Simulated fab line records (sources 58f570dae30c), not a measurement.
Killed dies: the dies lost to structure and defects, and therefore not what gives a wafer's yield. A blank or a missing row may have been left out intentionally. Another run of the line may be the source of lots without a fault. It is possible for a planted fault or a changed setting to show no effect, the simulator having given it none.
A lot that was struck, set against a sound lot || flow berkeleyCmos170 || 26 steps out of a route of 331
Sound: wafers L276.3, L276.4, L276.6. Struck: wafers L278.2, L278.5, L278.6. The cause is given at the end.
For every step that has rows: the tool of each side, followed by ch and its chambers, followed by its first start. Under that, the readings that differ: sound wafers || struck wafers || difference of the means || sigmas: that difference in standard deviations of wafers without a fault.
alike: words and numbers the same on both sides, and readings whose means are apart by under 2 such deviations; not compared: readings that were withheld, readings missing a value for some wafer, numbers with overlapping values and no deviation given by the record, and bounds like >300 which may hide the same value.
The two part at a step that has a row with sigmas, a row that says differs or no value, or rows on one side only. Numbers that have no deviation but don't overlap get no sigmas and don't part them. A reading that every wafer of one side lacks parts them only if that side has two wafers or more.

first, 4 steps without rows for these wafers: UCB170_M2_SOFTBAKE_11 (time 57.13 s); UCB170_M2_EXPOSE_12 (exposes mask METAL2, target cd 700 nm); UCB170_M2_PEB_13; UCB170_M2_DEVELOP_14 (develop time 45 s).
UCB170_M2_CD_MEAS_15 targets a cd of 700 nm.
  sound on cdSem-02 at day 10 17:42; struck on cdSem-02 at day 11 02:15
{"reading": "cdNm (nm)", "sound": "699.9 699.5 700.3", "struck": "701.9 702.9 702.5", "difference": "+2.5", "sigmas": "+2"}
UCB170_M2_OVL_MEAS_16:
  sound on overlay-02 at day 10 17:47; struck on overlay-02 at day 11 02:21
  alike: M2_OVL
UCB170_M2_ETCH_17: etches BARC in N2/H2.
  sound on rieDiel-03 ch 0,3, day 10 17:49; struck on rieDiel-02 ch 0,3, day 11 02:23
  alike: drypumpMotorCurrentA, oesProductAu, throttleValvePct
UCB170_M2_METAL_ETCH_18: etches Al in Cl2/BCl3, stops on SiO2, target depth 1170 nm, time 195 s.
  sound on rieMetal-04 ch 0,1, day 10 17:55; struck on rieMetal-01 ch 0,1, day 11 02:25
  alike: drypumpMotorCurrentA, oesProductAu, throttleValvePct
  not compared: rfHoursCounterH
UCB170_M2_STRIP_19: strips in O2.
  sound on plasmaAsher-01 ch 0,1, day 10 18:05; struck on plasmaAsher-01 ch 0,1, day 11 02:37
  alike: drypumpMotorCurrentA, oesProductAu
  not compared: rfHoursCounterH
UCB170_M2_CD_MEAS_90 targets a cd of 700 nm.
  sound on cdSem-02 at day 10 18:11; struck on cdSem-02 at day 11 02:44
  alike: cdNm
UCB170_V2_CVD_00: deposits SiO2 from TEOS/O2, target thk 2000 nm, time 250 s.
  sound on pecvd-02 ch 0,1,2, day 10 18:16; struck on pecvd-04 ch 0,1, day 11 02:50
  alike: heaterPowerW
UCB170_V2_THK_MEAS_01:
  sound on filmMetro-02 at day 10 18:26; struck on filmMetro-03 at day 11 03:00
  alike: V2_TEOS_THK
UCB170_V2_CMP_02: polishes SiO2.
  sound on cmp-02 ch 0,1,3, day 10 18:32; struck on cmp-02 ch 1,2,3, day 11 03:12
  no value came back on the struck wafers for any of 5 readings (edgeZonePressureFrac, headPressurePsi (psi) and others); on the sound wafers edgeZonePressureFrac reads 0.998 1.002 1.004
{"reading": "model.SiO2_of_V2_CVD_00.thkNm (nm)", "sound": "1001 999.2 998.1", "struck": "1995 1978 2006", "difference": "+994", "sigmas": ""}
UCB170_V2_BOW_MEAS_03:
  sound on filmMetro-01 at day 10 18:49; struck on filmMetro-01 at day 11 03:22
{"reading": "V2_BOW (um)", "sound": "38 36 40", "struck": "68 68 53", "difference": "+25", "sigmas": "+3"}
UCB170_V2_THK_MEAS_04:
  sound on filmMetro-01 at day 10 18:55; struck on filmMetro-01 at day 11 03:29
{"reading": "V2_POLISHED_THK (nm)", "sound": "1000.9 999.1 997.5", "struck": "1994.4 1976.5 2008.1", "difference": "+993.8", "sigmas": "+99 or more"}
then, 7 steps without rows for these wafers: UCB170_V2_CLEAN_05 (cleans in DIW); UCB170_V2_HMDS_06 (prime time 60 s); UCB170_V2_COAT_07 (resist thk 900 nm); UCB170_V2_SOFTBAKE_08 (time 60 s); UCB170_V2_EXPOSE_09 (exposes mask VIA2, target cd 700 nm); UCB170_V2_PEB_10; UCB170_V2_DEVELOP_11 (develop time 45 s).
UCB170_V2_CD_MEAS_12 targets a cd of 700 nm.
  sound on cdSem-01 at day 10 20:23; struck on cdSem-02 at day 11 04:49
  alike: cdNm
UCB170_V2_OVL_MEAS_13:
  sound on overlay-02 at day 10 20:28; struck on overlay-02 at day 11 04:55
  alike: V2_OVL
UCB170_V2_ETCH_14: etches SiO2 in CHF3/CF4/Ar, stops on Al, target depth 1250 nm, time 291 s.
  sound on rieDiel-01 ch 2,3, day 10 20:30; struck on rieDiel-04 ch 0,2,3, day 11 04:57
{"reading": "oesProductAu (a.u.)", "sound": "0.860 0.878 0.872", "struck": "1.661 1.647 1.676", "difference": "+0.791", "sigmas": "+53"}
{"reading": "model.etch.depthNm (nm)", "sound": "1001 999.2 998.1", "struck": "1273 1263 1264", "difference": "+267", "sigmas": ""}
{"reading": "model.V2.featureDepthNm (nm)", "sound": "1001 999.3 998.2", "struck": "1273 1263 1264", "difference": "+267", "sigmas": ""}
  alike: drypumpMotorCurrentA, throttleValvePct
  not compared: rfHoursCounterH
UCB170_V2_STRIP_15: strips in O2.
  sound on plasmaAsher-03 ch 0,1, day 10 20:43; struck on plasmaAsher-03 ch 0,1, day 11 05:07
  alike: drypumpMotorCurrentA, oesProductAu, stripTimeToEndpointS
  not compared: rfHoursCounterH

WHERE THEY PART
At UCB170_M2_CD_MEAS_15 first; at UCB170_V2_ETCH_14 last (within this record only). Later steps at which nothing parts them and some readings are alike: UCB170_V2_STRIP_15.

WHY: what the simulator had put in
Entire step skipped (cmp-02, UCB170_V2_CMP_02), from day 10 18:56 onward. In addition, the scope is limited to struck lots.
